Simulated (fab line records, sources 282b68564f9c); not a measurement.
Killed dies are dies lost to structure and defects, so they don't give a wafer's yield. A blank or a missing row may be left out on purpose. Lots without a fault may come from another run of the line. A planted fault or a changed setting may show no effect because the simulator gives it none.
Split-lot experiment | flow rit_cmos | 5 lots, 23 wafers read, on a route of 202 steps

THE SPLIT
At RIT_GATE_CVD_08 (deposits poly-Si from SiH4, target thk 250 nm, time 2220 s), the setting temp_c was moved away from the recipe's 610 C on 15 of the 23 wafers read, by -2.6% to -1.1%. The other wafers ran this setting at the recipe's value.

The file shows no step between the split and the reading.

THE READING
GATE_POLY_THK, in nm, at RIT_GATE_THK_MEAS_09. Fault-free wafers of this fab line usually give 251.3 nm, standard deviation 2.5 nm.

wafer  | tool, chamber at the split | temp_c as run, C | against the recipe | GATE_POLY_THK, nm | against lot-mates on the recipe
L074.1 | -, -                       | 597.3            | -2.1%              | 182.2             | no lot-mate on the recipe
L074.2 | -, -                       | 597.3            | -2.1%              | 186.0             | no lot-mate on the recipe
L074.3 | -, -                       | 597.3            | -2.1%              | 183.9             | no lot-mate on the recipe
L074.5 | -, -                       | 597.3            | -2.1%              | 181.7             | no lot-mate on the recipe
L074.6 | -, -                       | 597.3            | -2.1%              | 183.4             | no lot-mate on the recipe
L079.1 | -, -                       | 610              | recipe             | 245.5             | -
L079.2 | -, -                       | 610              | recipe             | 244.7             | -
L079.3 | -, -                       | 610              | recipe             | 245.5             | -
L079.5 | -, -                       | 610              | recipe             | 246.5             | -
L079.6 | -, -                       | 610              | recipe             | 245.3             | -
L080.1 | -, -                       | 603              | -1.1%              | 212.2             | no lot-mate on the recipe
L080.2 | -, -                       | 603              | -1.1%              | 212.3             | no lot-mate on the recipe
L080.3 | -, -                       | 603              | -1.1%              | 211.3             | no lot-mate on the recipe
L080.4 | -, -                       | 603              | -1.1%              | 212.0             | no lot-mate on the recipe
L080.5 | -, -                       | 603              | -1.1%              | 213.6             | no lot-mate on the recipe
L084.1 | lpcvd-02, 0                | 610              | recipe             | 258.2             | -
L084.2 | lpcvd-02, 0                | 610              | recipe             | 256.5             | -
L084.3 | lpcvd-02, 0                | 610              | recipe             | 255.3             | -
L085.1 | -, -                       | 594.2            | -2.6%              | 173.2             | no lot-mate on the recipe
L085.2 | -, -                       | 594.2            | -2.6%              | 173.0             | no lot-mate on the recipe
L085.4 | -, -                       | 594.2            | -2.6%              | 172.0             | no lot-mate on the recipe
L085.5 | -, -                       | 594.2            | -2.6%              | 172.0             | no lot-mate on the recipe
L085.6 | -, -                       | 594.2            | -2.6%              | 173.5             | no lot-mate on the recipe

THE FIT
A straight line over all 23 wafers: GATE_POLY_THK changes by +30.3 nm for each +1% of temp_c; r = +0.99; the points scatter about the line by 4 nm.
Too few moved wafers have a lot-mate on the recipe to fit a line with each lot's own level taken away.

THE WHOLE CHAIN: every reading that the file lists as answering this split, in the file's order
step                 | what it does                                               | reading                                                                        | change (the file's fit)              | r (the file's)
RIT_GATE_CVD_08      | deposits poly-Si from SiH4, target thk 250 nm, time 2220 s | poly-Si_of_GATE_CVD_08.thk_nm (the simulator's own value, which no gauge read) | +30.4 nm for each +1% of the setting | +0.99
RIT_GATE_THK_MEAS_09 |                                                            | GATE_POLY_THK                                                                  | +30.3 for each +1% of the setting    | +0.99

THE FILE'S OWN FIT
GATE_POLY_THK changes by +30.3 nm for each +1% of temp_c, r = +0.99.
